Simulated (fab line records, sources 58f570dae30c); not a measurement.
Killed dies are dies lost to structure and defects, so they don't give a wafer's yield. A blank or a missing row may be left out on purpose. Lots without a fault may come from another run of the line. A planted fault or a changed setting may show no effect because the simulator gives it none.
Chamber matching | flow berkeley_cmos170 | UCB170_PWELL_ETCH_14 on rie_diel-04: 4 sister chambers
The step etches Si3N4 in CH3F/Ar/O2, stops on SiO2, target depth 242 nm, time 151 s. 8 wafers are shown with their chamber, then 8 later ones without.

WAFERS WITH THEIR CHAMBER
wafer  | chamber | throttle_valve_pct (%) | oes_product_au (a.u.)
L907.4 | 0       | 8.28                   | 0.921
L913.5 | 3       | 7.87                   | 0.948
L915.2 | 1       | 7.88                   | 0.910
L915.5 | 2       | 7.98                   | 0.912
L918.1 | 3       | 7.86                   | 0.963
L918.3 | 2       | 7.98                   | 0.922
L918.4 | 1       | 7.88                   | 0.923
L923.1 | 0       | 8.28                   | 0.927

WAFERS WITHOUT THEIR CHAMBER
wafer  | throttle_valve_pct (%) | oes_product_au (a.u.)
L923.4 | 7.96                   | 0.913
L923.5 | 7.88                   | 0.907
L926.1 | 7.98                   | 0.903
L926.5 | 7.85                   | 0.902
L926.6 | 7.98                   | 0.894
L929.2 | 7.99                   | 0.906
L929.4 | 7.98                   | 0.905
L929.6 | 8.29                   | 0.925

WHICH CHAMBER EACH WENT THROUGH
wafer  | from the rows above     | in truth
L923.4 | 2                       | 2
L923.5 | 1                       | 1
L926.1 | 2                       | 2
L926.5 | can't be placed: 3 or 1 | 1
L926.6 | 2                       | 2
L929.2 | 2                       | 2
L929.4 | 2                       | 2
L929.6 | 0                       | 0
Placed correctly: 7 of 8. Can't be placed from these rows: 1 (the true chamber is among the candidates in 1). Placed wrongly: 0.
How it was worked out, from the rows above alone: a wafer's distance from a chamber is the root of the sum, over the readings, of the square of ((its reading less the chamber's mean) divided by the reading's scatter). The wafer belongs to the nearest chamber; if the next one is less than 2 further off, it can't be placed. A chamber's mean is the mean of its shown wafers. The scatter: the root of (the sum of the squares of (reading less its chamber's mean) over the shown wafers, divided by (wafers less chambers)).
